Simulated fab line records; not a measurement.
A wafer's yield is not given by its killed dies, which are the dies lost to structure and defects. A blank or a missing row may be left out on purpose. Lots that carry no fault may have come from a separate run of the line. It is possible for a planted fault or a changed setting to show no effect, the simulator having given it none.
fab line records :: flow berkeley-cmos170 :: part 2 of 2: steps 32 to 41 of 41
record
  lots=5
  wafers=15
  last-day=12
route steps=331 shown PWELL@36 WELLDRIVE@55 ACTIVE@60
lots untouched by any fault: they come from a run of this same line in which no faults occurred
start-h: start of the lot's first displayed wafer, in hours after the record's first day :: wait-h: how many hours have passed since the lot's step before this one :: " repeats the value in the row above :: L1.1+2: a single row standing in for several wafers :: - no value, or no start was given :: * or withheld: withheld :: < > ~ a bound
route shown NAME@n: NAME is a module with steps in the file, n the number in the route of the first one :: usual: the fault-free wafers' mean and standard deviation :: same: alike in all rows :: chamber/n: place in a boat :: sites: per-site readings :: _std_site: the values' standard deviation :: _edge_site: outer sites' mean less inner sites' :: radius-mm: how far each site lies from the wafer's centre :: mask NAME#n: copy n :: behind: the last tool/chamber to shape the wafer :: hold: why the lot was held/for how many hours/how that ended :: device: the transistor (n, p or np) that didn't switch :: end of line: the same wafers' tests at the end of the route :: where a step has no rows: the recipe by itself :: killed: count of dies lost to structure and defects at first sort (not the wafer's yield) :: map: shows each die of a wafer: x if killed, . if not, _ if none is there
set.NAME: the run value of the setting; set.NAME@STEP: its run value at that earlier step :: model.NAME: the simulator's own value behind a step, which no gauge read
lots seen at some steps along the route; tables by step, rows by wafer
services: when a tool's chamber went out of use (start-h, in hours from the record's first day, below 0 if earlier), for how many hours, and the reason
## steps
# step UCB170_ACTIVE_HMDS_07
# recipe
  prime-time-s=60
  prime-temp-c=100
lot.wafer: L084.1+4+6
tool: litho-track-01
chamber: 0
start-h: 135.52
wait-h: 0.2

lot.wafer: L091.1+2+6
tool: litho-track-03
chamber: 0
start-h: 167.76
wait-h: 1.2

lot.wafer: L093.3+4+5
tool: litho-track-04
chamber: 0
start-h: 167.91
wait-h: 1.3

lot.wafer: L094.3+4+6
tool: litho-track-04
chamber: 0
start-h: 181.06
wait-h: 0.2

lot.wafer: L097.3+5+6
tool: litho-track-03
chamber: 0
start-h: 187.15
wait-h: 1.0
# step UCB170_ACTIVE_COAT_08
# recipe
  resist=KrF
  spin-rpm=1500
  resist-thk-nm=900
lot.wafer: L084.1+4+6
tool: litho-track-01
chamber: 0
start-h: 135.67
wait-h: 0.1

lot.wafer: L091.1+2+6
tool: litho-track-03
chamber: 0
start-h: 167.91
wait-h: 0.1

lot.wafer: L093.3+4+5
tool: litho-track-04
chamber: 0
start-h: 168.06
wait-h: 0.1

lot.wafer: L094.3+4+6
tool: litho-track-04
chamber: 0
start-h: 181.21
wait-h: 0.1

lot.wafer: L097.3+5+6
tool: litho-track-03
chamber: 0
start-h: 187.30
wait-h: 0.1
# step UCB170_ACTIVE_SOFTBAKE_09
# recipe
  resist=KrF
  temp-c=130
  time-s=60
lot.wafer: L084.1+4+6
tool: litho-track-01
chamber: 0
start-h: 135.82
wait-h: 0.1

lot.wafer: L091.1+2+6
tool: litho-track-03
chamber: 0
start-h: 168.06
wait-h: 0.1

lot.wafer: L093.3+4+5
tool: litho-track-04
chamber: 0
start-h: 168.21
wait-h: 0.1

lot.wafer: L094.3+4+6
tool: litho-track-04
chamber: 0
start-h: 181.36
wait-h: 0.1

lot.wafer: L097.3+5+6
tool: litho-track-03
chamber: 0
start-h: 187.45
wait-h: 0.1
# step UCB170_ACTIVE_EXPOSE_10
# recipe
  mask-id=ACTIVE
  target-cd-nm=1200
  na=0.5
  sigma-outer=0.6
  source-shape=conventional
  dose-mj=20
# usual
  focus-offset-nm=-0.1/0.47
lot.wafer: L084.1
tool: krf-scanner-01
chamber: 0
start-h: 136.09
wait-h: 0.2
mask: ACTIVE#0
focus-offset-nm: 0.1

lot.wafer: L084.4
tool: krf-scanner-01
chamber: 0
start-h: 136.09
wait-h: 0.2
mask: ACTIVE#0
focus-offset-nm: 0.3

lot.wafer: L084.6
tool: krf-scanner-01
chamber: 0
start-h: 136.09
wait-h: 0.2
mask: ACTIVE#0
focus-offset-nm: -1.1

lot.wafer: L091.1
tool: krf-scanner-01
chamber: 0
start-h: 168.33
wait-h: 0.2
mask: ACTIVE#0
focus-offset-nm: 0.2

lot.wafer: L091.2
tool: krf-scanner-01
chamber: 0
start-h: 168.33
wait-h: 0.2
mask: ACTIVE#0
focus-offset-nm: 0.0

lot.wafer: L091.6
tool: krf-scanner-01
chamber: 0
start-h: 168.33
wait-h: 0.2
mask: ACTIVE#0
focus-offset-nm: -0.2

lot.wafer: L093.3
tool: krf-scanner-02
chamber: 0
start-h: 168.61
wait-h: 0.4
mask: ACTIVE#0
focus-offset-nm: -0.5

lot.wafer: L093.4
tool: krf-scanner-02
chamber: 0
start-h: 168.61
wait-h: 0.4
mask: ACTIVE#0
focus-offset-nm: 0.1

lot.wafer: L093.5
tool: krf-scanner-02
chamber: 0
start-h: 168.61
wait-h: 0.4
mask: ACTIVE#0
focus-offset-nm: -0.6

lot.wafer: L094.3
tool: krf-scanner-01
chamber: 0
start-h: 181.62
wait-h: 0.2
mask: ACTIVE#0
focus-offset-nm: 0.4

lot.wafer: L094.4
tool: krf-scanner-01
chamber: 0
start-h: 181.62
wait-h: 0.2
mask: ACTIVE#0
focus-offset-nm: 0.5

lot.wafer: L094.6
tool: krf-scanner-01
chamber: 0
start-h: 181.62
wait-h: 0.2
mask: ACTIVE#0
focus-offset-nm: 0.0

lot.wafer: L097.3
tool: krf-scanner-01
chamber: 0
start-h: 187.83
wait-h: 0.4
mask: ACTIVE#0
focus-offset-nm: 0.1

lot.wafer: L097.5
tool: krf-scanner-01
chamber: 0
start-h: 187.83
wait-h: 0.4
mask: ACTIVE#0
focus-offset-nm: -0.3

lot.wafer: L097.6
tool: krf-scanner-01
chamber: 0
start-h: 187.83
wait-h: 0.4
mask: ACTIVE#0
focus-offset-nm: 0.3
# step UCB170_ACTIVE_PEB_11
# recipe
  peb-temp-c=130
  peb-time-s=withheld
  resist=KrF
lot.wafer: L084.1+4+6
tool: litho-track-04
chamber: 0
start-h: 136.21
wait-h: 0.1

lot.wafer: L091.1+2+6
tool: litho-track-04
chamber: 0
start-h: 168.86
wait-h: 0.5

lot.wafer: L093.3+4+5
tool: litho-track-03
chamber: 0
start-h: 168.98
wait-h: 0.4

lot.wafer: L094.3+4+6
tool: litho-track-03
chamber: 0
start-h: 181.75
wait-h: 0.1

lot.wafer: L097.3+5+6
tool: litho-track-01
chamber: 0
start-h: 188.16
wait-h: 0.3
# step UCB170_ACTIVE_DEVELOP_12
# recipe
  developer=TMAH
  develop-time-s=45
  resist=KrF
  dev-temp-c=21
# usual
  developer-temp-C=21.01/0.11
lot.wafer: L084.1
tool: litho-track-04
chamber: 0
start-h: -
wait-h: -
developer-temp-C: 21.12

lot.wafer: L084.4
tool: litho-track-04
chamber: 0
start-h: -
wait-h: -
developer-temp-C: 20.96

lot.wafer: L084.6
tool: litho-track-04
chamber: 0
start-h: -
wait-h: -
developer-temp-C: 20.96

lot.wafer: L091.1
tool: litho-track-04
chamber: 0
start-h: -
wait-h: -
developer-temp-C: 21.10

lot.wafer: L091.2
tool: litho-track-04
chamber: 0
start-h: -
wait-h: -
developer-temp-C: 21.12

lot.wafer: L091.6
tool: litho-track-04
chamber: 0
start-h: -
wait-h: -
developer-temp-C: 21.15

lot.wafer: L093.3
tool: litho-track-03
chamber: 0
start-h: -
wait-h: -
developer-temp-C: 20.86

lot.wafer: L093.4
tool: litho-track-03
chamber: 0
start-h: -
wait-h: -
developer-temp-C: 20.97

lot.wafer: L093.5
tool: litho-track-03
chamber: 0
start-h: -
wait-h: -
developer-temp-C: 20.88

lot.wafer: L094.3
tool: litho-track-03
chamber: 0
start-h: -
wait-h: -
developer-temp-C: 21.08

lot.wafer: L094.4
tool: litho-track-03
chamber: 0
start-h: -
wait-h: -
developer-temp-C: 20.94

lot.wafer: L094.6
tool: litho-track-03
chamber: 0
start-h: -
wait-h: -
developer-temp-C: 20.96

lot.wafer: L097.3
tool: litho-track-01
chamber: 0
start-h: -
wait-h: -
developer-temp-C: 20.88

lot.wafer: L097.5
tool: litho-track-01
chamber: 0
start-h: -
wait-h: -
developer-temp-C: 21.00

lot.wafer: L097.6
tool: litho-track-01
chamber: 0
start-h: -
wait-h: -
developer-temp-C: 21.01
# step UCB170_ACTIVE_CD_MEAS_13
# recipe
  target-cd-nm=1200
# usual
  cd-nm=1199.6/1.2
lot.wafer: L084.1
tool: cd-sem-01
chamber: -
start-h: 136.49
wait-h: -
cd-nm: 1201.5

lot.wafer: L084.4
tool: cd-sem-01
chamber: -
start-h: 136.49
wait-h: -
cd-nm: 1200.2

lot.wafer: L084.6
tool: cd-sem-01
chamber: -
start-h: 136.49
wait-h: -
cd-nm: 1201.7

lot.wafer: L091.1
tool: cd-sem-01
chamber: -
start-h: 169.13
wait-h: -
cd-nm: 1200.0

lot.wafer: L091.2
tool: cd-sem-01
chamber: -
start-h: 169.13
wait-h: -
cd-nm: 1198.5

lot.wafer: L091.6
tool: cd-sem-01
chamber: -
start-h: 169.13
wait-h: -
cd-nm: 1198.9

lot.wafer: L093.3
tool: cd-sem-02
chamber: -
start-h: 169.25
wait-h: -
cd-nm: 1199.0

lot.wafer: L093.4
tool: cd-sem-02
chamber: -
start-h: 169.25
wait-h: -
cd-nm: 1198.6

lot.wafer: L093.5
tool: cd-sem-02
chamber: -
start-h: 169.25
wait-h: -
cd-nm: 1199.3

lot.wafer: L094.3
tool: cd-sem-02
chamber: -
start-h: 182.01
wait-h: -
cd-nm: 1201.8

lot.wafer: L094.4
tool: cd-sem-02
chamber: -
start-h: 182.01
wait-h: -
cd-nm: 1200.0

lot.wafer: L094.6
tool: cd-sem-02
chamber: -
start-h: 182.01
wait-h: -
cd-nm: 1201.8

lot.wafer: L097.3
tool: cd-sem-01
chamber: -
start-h: 188.42
wait-h: -
cd-nm: 1199.7

lot.wafer: L097.5
tool: cd-sem-01
chamber: -
start-h: 188.42
wait-h: -
cd-nm: 1199.2

lot.wafer: L097.6
tool: cd-sem-01
chamber: -
start-h: 188.42
wait-h: -
cd-nm: 1199.4
# step UCB170_ACTIVE_OVL_MEAS_14
# usual
  ACTIVE_OVL=1/5
lot.wafer: L084.1
tool: overlay-02
chamber: -
start-h: 136.61
wait-h: 0.1
ACTIVE_OVL[nm]: -12

lot.wafer: L084.4
tool: overlay-02
chamber: -
start-h: 136.61
wait-h: 0.1
ACTIVE_OVL[nm]: -5

lot.wafer: L084.6
tool: overlay-02
chamber: -
start-h: 136.61
wait-h: 0.1
ACTIVE_OVL[nm]: 1

lot.wafer: L091.1
tool: overlay-02
chamber: -
start-h: 169.25
wait-h: 0.1
ACTIVE_OVL[nm]: 7

lot.wafer: L091.2
tool: overlay-02
chamber: -
start-h: 169.25
wait-h: 0.1
ACTIVE_OVL[nm]: -4

lot.wafer: L091.6
tool: overlay-02
chamber: -
start-h: 169.25
wait-h: 0.1
ACTIVE_OVL[nm]: 6

lot.wafer: L093.3
tool: overlay-01
chamber: -
start-h: 169.34
wait-h: 0.1
ACTIVE_OVL[nm]: 2

lot.wafer: L093.4
tool: overlay-01
chamber: -
start-h: 169.34
wait-h: 0.1
ACTIVE_OVL[nm]: 3

lot.wafer: L093.5
tool: overlay-01
chamber: -
start-h: 169.34
wait-h: 0.1
ACTIVE_OVL[nm]: 7

lot.wafer: L094.3
tool: overlay-01
chamber: -
start-h: 182.11
wait-h: 0.1
ACTIVE_OVL[nm]: -3

lot.wafer: L094.4
tool: overlay-01
chamber: -
start-h: 182.11
wait-h: 0.1
ACTIVE_OVL[nm]: 3

lot.wafer: L094.6
tool: overlay-01
chamber: -
start-h: 182.11
wait-h: 0.1
ACTIVE_OVL[nm]: 3

lot.wafer: L097.3
tool: overlay-01
chamber: -
start-h: 188.51
wait-h: 0.1
ACTIVE_OVL[nm]: -1

lot.wafer: L097.5
tool: overlay-01
chamber: -
start-h: 188.51
wait-h: 0.1
ACTIVE_OVL[nm]: 5

lot.wafer: L097.6
tool: overlay-01
chamber: -
start-h: 188.51
wait-h: 0.1
ACTIVE_OVL[nm]: 2
# step UCB170_ACTIVE_ETCH_15
# recipe
  chemistry=CH3F/Ar/O2
  target=Si3N4
  stop-on=SiO2
  CH3F_flow_sccm=20
  Ar_flow_sccm=50
  O2_flow_sccm=7
  pressure-mtorr=50
  rf-w=450
  target-depth-a=2420
  over-etch-frac=0.1
  time-s=151
# usual
  drypump-motor-current-A=5.6/0.4
  mfc-ar-sccm=50.02/0.16
  oes-product-au=0.941/0.018
  throttle-valve-pct=7.98/0.17
lot.wafer: L084.1
tool: rie-diel-04
chamber: 2
start-h: 136.64
wait-h: 0.0
drypump-motor-current-A: 5.8
mfc-ar-sccm: 50.02
oes-product-au: 0.932
rf-hours-counter-h: 109
throttle-valve-pct: 8.25

lot.wafer: L084.4
tool: rie-diel-04
chamber: 0
start-h: 136.64
wait-h: 0.0
drypump-motor-current-A: 5.3
mfc-ar-sccm: 49.93
oes-product-au: 0.921
rf-hours-counter-h: 118
throttle-valve-pct: 7.86

lot.wafer: L084.6
tool: rie-diel-04
chamber: 0
start-h: 136.64
wait-h: 0.0
drypump-motor-current-A: 5.3
mfc-ar-sccm: 50.07
oes-product-au: 0.927
rf-hours-counter-h: -
throttle-valve-pct: 7.88

lot.wafer: L091.1
tool: rie-diel-04
chamber: 3
start-h: 169.29
wait-h: 0.0
drypump-motor-current-A: 6.3
mfc-ar-sccm: 50.03
oes-product-au: 0.944
rf-hours-counter-h: 56
throttle-valve-pct: 7.80

lot.wafer: L091.2
tool: rie-diel-04
chamber: 1
start-h: 169.29
wait-h: 0.0
drypump-motor-current-A: 5.9
mfc-ar-sccm: 49.87
oes-product-au: 0.937
rf-hours-counter-h: 2
throttle-valve-pct: 7.79

lot.wafer: L091.6
tool: rie-diel-04
chamber: 1
start-h: 169.29
wait-h: 0.0
drypump-motor-current-A: 5.9
mfc-ar-sccm: 50.05
oes-product-au: 0.941
rf-hours-counter-h: -
throttle-valve-pct: 7.81

lot.wafer: L093.3
tool: rie-diel-01
chamber: 0
start-h: 169.36
wait-h: 0.0
drypump-motor-current-A: 5.3
mfc-ar-sccm: 49.91
oes-product-au: 0.944
rf-hours-counter-h: 38
throttle-valve-pct: 8.01

lot.wafer: L093.4
tool: rie-diel-01
chamber: 3
start-h: 169.36
wait-h: 0.0
drypump-motor-current-A: 5.5
mfc-ar-sccm: 50.41
oes-product-au: 0.938
rf-hours-counter-h: 152
throttle-valve-pct: 8.05

lot.wafer: L093.5
tool: rie-diel-01
chamber: 1
start-h: 169.36
wait-h: 0.0
drypump-motor-current-A: 5.9
mfc-ar-sccm: 49.89
oes-product-au: 0.950
rf-hours-counter-h: -
throttle-valve-pct: 7.89

lot.wafer: L094.3
tool: rie-diel-03
chamber: 0
start-h: 182.13
wait-h: 0.0
drypump-motor-current-A: 5.1
mfc-ar-sccm: 49.87
oes-product-au: 0.962
rf-hours-counter-h: 37
throttle-valve-pct: 7.87

lot.wafer: L094.4
tool: rie-diel-03
chamber: 3
start-h: 182.13
wait-h: 0.0
drypump-motor-current-A: 5.8
mfc-ar-sccm: 50.10
oes-product-au: 0.908
rf-hours-counter-h: 86
throttle-valve-pct: 7.91

lot.wafer: L094.6
tool: rie-diel-03
chamber: 3
start-h: 182.13
wait-h: 0.0
drypump-motor-current-A: 5.8
mfc-ar-sccm: 50.01
oes-product-au: 0.919
rf-hours-counter-h: -
throttle-valve-pct: 7.94

lot.wafer: L097.3
tool: rie-diel-01
chamber: 2
start-h: 188.54
wait-h: 0.0
drypump-motor-current-A: 6.4
mfc-ar-sccm: 49.84
oes-product-au: 0.970
rf-hours-counter-h: 3
throttle-valve-pct: 7.80

lot.wafer: L097.5
tool: rie-diel-01
chamber: 0
start-h: 188.54
wait-h: 0.0
drypump-motor-current-A: 5.3
mfc-ar-sccm: 50.35
oes-product-au: 0.957
rf-hours-counter-h: -
throttle-valve-pct: 8.02

lot.wafer: L097.6
tool: rie-diel-01
chamber: 1
start-h: 188.54
wait-h: 0.0
drypump-motor-current-A: 5.9
mfc-ar-sccm: 50.04
oes-product-au: 0.964
rf-hours-counter-h: -
throttle-valve-pct: 7.87
# step UCB170_ACTIVE_STRIP_16
# recipe
  chemistry=O2
  power-w=400
  pressure-mtorr=3500
  platen-temp-c=withheld
  o2-flow-sccm=400
  overash-fraction=0.5
# usual
  drypump-motor-current-A=5.53/0.29
  oes-product-au=0.722/0.0048
  strip-time-to-endpoint-s=18.09/0.058
lot.wafer: L084.1
tool: plasma-asher-04
chamber: 1
start-h: 136.74
wait-h: 0.1
drypump-motor-current-A: 4.97
oes-product-au: 0.720
rf-hours-counter-h: 44
strip-time-to-endpoint-s: 18.00

lot.wafer: L084.4
tool: plasma-asher-04
chamber: 1
start-h: 136.74
wait-h: 0.1
drypump-motor-current-A: 4.98
oes-product-au: 0.719
rf-hours-counter-h: -
strip-time-to-endpoint-s: 17.99

lot.wafer: L084.6
tool: plasma-asher-04
chamber: 1
start-h: 136.74
wait-h: 0.1
drypump-motor-current-A: 4.97
oes-product-au: 0.725
rf-hours-counter-h: -
strip-time-to-endpoint-s: 17.96

lot.wafer: L091.1
tool: plasma-asher-03
chamber: 0
start-h: 169.39
wait-h: 0.1
drypump-motor-current-A: 5.57
oes-product-au: 0.724
rf-hours-counter-h: 39
strip-time-to-endpoint-s: 18.03

lot.wafer: L091.2
tool: plasma-asher-03
chamber: 1
start-h: 169.39
wait-h: 0.1
drypump-motor-current-A: 5.54
oes-product-au: 0.725
rf-hours-counter-h: 39
strip-time-to-endpoint-s: 18.10

lot.wafer: L091.6
tool: plasma-asher-03
chamber: 0
start-h: 169.39
wait-h: 0.1
drypump-motor-current-A: 5.56
oes-product-au: 0.712
rf-hours-counter-h: -
strip-time-to-endpoint-s: 18.03

lot.wafer: L093.3
tool: plasma-asher-02
chamber: 1
start-h: 169.50
wait-h: 0.1
drypump-motor-current-A: 5.37
oes-product-au: 0.720
rf-hours-counter-h: -
strip-time-to-endpoint-s: 18.14

lot.wafer: L093.4
tool: plasma-asher-02
chamber: 0
start-h: 169.50
wait-h: 0.1
drypump-motor-current-A: 5.79
oes-product-au: 0.720
rf-hours-counter-h: -
strip-time-to-endpoint-s: 18.02

lot.wafer: L093.5
tool: plasma-asher-02
chamber: 1
start-h: 169.50
wait-h: 0.1
drypump-motor-current-A: 5.35
oes-product-au: 0.720
rf-hours-counter-h: -
strip-time-to-endpoint-s: 18.07

lot.wafer: L094.3
tool: plasma-asher-03
chamber: 1
start-h: 182.26
wait-h: 0.1
drypump-motor-current-A: 5.52
oes-product-au: 0.721
rf-hours-counter-h: -
strip-time-to-endpoint-s: 18.02

lot.wafer: L094.4
tool: plasma-asher-03
chamber: 0
start-h: 182.26
wait-h: 0.1
drypump-motor-current-A: 5.57
oes-product-au: 0.730
rf-hours-counter-h: -
strip-time-to-endpoint-s: 17.99

lot.wafer: L094.6
tool: plasma-asher-03
chamber: 1
start-h: 182.26
wait-h: 0.1
drypump-motor-current-A: 5.53
oes-product-au: 0.717
rf-hours-counter-h: -
strip-time-to-endpoint-s: 18.13

lot.wafer: L097.3
tool: plasma-asher-04
chamber: 0
start-h: 188.67
wait-h: 0.1
drypump-motor-current-A: 5.91
oes-product-au: 0.717
rf-hours-counter-h: -
strip-time-to-endpoint-s: 18.14

lot.wafer: L097.5
tool: plasma-asher-04
chamber: 1
start-h: 188.67
wait-h: 0.1
drypump-motor-current-A: 4.96
oes-product-au: 0.722
rf-hours-counter-h: -
strip-time-to-endpoint-s: 18.05

lot.wafer: L097.6
tool: plasma-asher-04
chamber: 0
start-h: 188.67
wait-h: 0.1
drypump-motor-current-A: 5.90
oes-product-au: 0.723
rf-hours-counter-h: -
strip-time-to-endpoint-s: 18.09
## services
tool: furnace-04
chamber: -
start-h: 75.10
hours: 3.7
kind: pm

tool: furnace-01
chamber: -
start-h: 75.60
hours: 3.4
kind: pm

tool: implanter-02
chamber: -
start-h: 86.36
hours: 3.3
kind: repair

tool: plasma-asher-02
chamber: -
start-h: 90.14
hours: 0.8
kind: repair

tool: lpcvd-01
chamber: -
start-h: 93.00
hours: 2.3
kind: repair

tool: implanter-04
chamber: -
start-h: 94.03
hours: 46.9
kind: pm

tool: plasma-asher-02
chamber: -
start-h: 103.51
hours: 0.3
kind: repair

tool: furnace-03
chamber: -
start-h: 105.58
hours: 3.6
kind: pm

tool: furnace-02
chamber: -
start-h: 111.99
hours: 2.4
kind: pm

tool: krf-scanner-01
chamber: -
start-h: 129.21
hours: 1.0
kind: pm

tool: krf-scanner-01
chamber: -
start-h: 130.21
hours: 0.8
kind: pm

tool: krf-scanner-02
chamber: -
start-h: 131.08
hours: 7.2
kind: pm

tool: lpcvd-01
chamber: -
start-h: 132.55
hours: 0.8
kind: repair

tool: krf-scanner-02
chamber: -
start-h: 138.28
hours: 1.0
kind: pm

tool: krf-scanner-01
chamber: -
start-h: 140.03
hours: 1.3
kind: pm

tool: rie-diel-01
chamber: -
start-h: 151.16
hours: 2.8
kind: pm

tool: rie-diel-04
chamber: 0
start-h: 152.52
hours: 6.7
kind: repair

tool: implanter-02
chamber: -
start-h: 153.00
hours: 1.8
kind: repair

tool: furnace-04
chamber: -
start-h: 160.19
hours: 4.8
kind: pm

tool: implanter-01
chamber: -
start-h: 160.21
hours: 4.6
kind: pm

tool: krf-scanner-01
chamber: -
start-h: 162.12
hours: 6.0
kind: pm

tool: plasma-asher-04
chamber: -
start-h: 176.20
hours: 0.8
kind: repair

tool: implanter-02
chamber: -
start-h: 180.21
hours: 3.1
kind: repair

tool: krf-scanner-01
chamber: -
start-h: 182.18
hours: 3.6
kind: pm
